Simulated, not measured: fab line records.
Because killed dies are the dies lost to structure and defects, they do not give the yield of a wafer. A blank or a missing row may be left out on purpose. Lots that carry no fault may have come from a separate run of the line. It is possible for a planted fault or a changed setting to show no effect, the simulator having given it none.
Which of the tools did it?	flow berkeley_cmos170	Sampling: 7 lots, 21 wafers, 3 of 331 route steps

WHAT THE GAUGES READ, wafer by wafer
UCB170_NLDD_OVL_MEAS_07.
lot	measured	on	NLDD_OVL (nm)
L982	day 6 18:44	overlay-02	3 10 6
L985	day 7 09:33	overlay-02	-2 -1 -11
L989	day 8 17:58	overlay-02	8 6 -1
L997	day 10 11:30	overlay-02	0 -1 -8
L100	day 10 12:12	overlay-02	-1 -7 -4
L101	day 11 02:14	overlay-01	3 5 0

EACH LOT AND THE TOOL THAT RAN IT (in order: tool; ch and the chambers of the sampled wafers; start)
lot	UCB170_ZERO_STRIP_07	UCB170_FIELD_WET_ETCH_05
L982	plasma_asher-02 ch 0,1, day 2 09:53	wet_bench-04 ch 1, day 5 05:39
L985	plasma_asher-03 ch 0,1, day 2 23:53	wet_bench-01 ch 1, day 5 16:21
L987	plasma_asher-03 ch 0,1, day 3 11:54	wet_bench-04 ch 0, day 6 08:07
L989	plasma_asher-02 ch 0,1, day 3 21:53	wet_bench-04 ch 3, day 7 02:19
L997	plasma_asher-03 ch 0,1, day 5 11:16	wet_bench-04 ch 0, day 8 18:23
L100	plasma_asher-03 ch 0, day 6 05:44	wet_bench-04 ch 0, day 8 18:23
L101	plasma_asher-04 ch 0, day 6 12:20	wet_bench-04 ch 0, day 9 12:40
- UCB170_ZERO_STRIP_07: strips in O2.
- UCB170_FIELD_WET_ETCH_05: etches Si3N4 in H3PO4, time 12600 s.

THE ANSWER, worked out from the rows above alone
Rule: the lots themselves supply what counts as usual. The widest of any qualifying gaps counts: lots, ordered by their means at a reading, are off when they make up no more than a third of the lots, leave a main group of 4 or more, and stand apart from it by 3 or more times the standard deviation of that group's means. The tables above print the reading to a certain number of digits; a main group whose means all agree to those digits is not used. A lot without any number at a reading at which 4 lots or more have one is off too. The other lots that the step has rows for count as sound.
None of the lots is off at any reading shown; this tells nothing.

WHAT WAS PUT IN BY THE SIMULATOR
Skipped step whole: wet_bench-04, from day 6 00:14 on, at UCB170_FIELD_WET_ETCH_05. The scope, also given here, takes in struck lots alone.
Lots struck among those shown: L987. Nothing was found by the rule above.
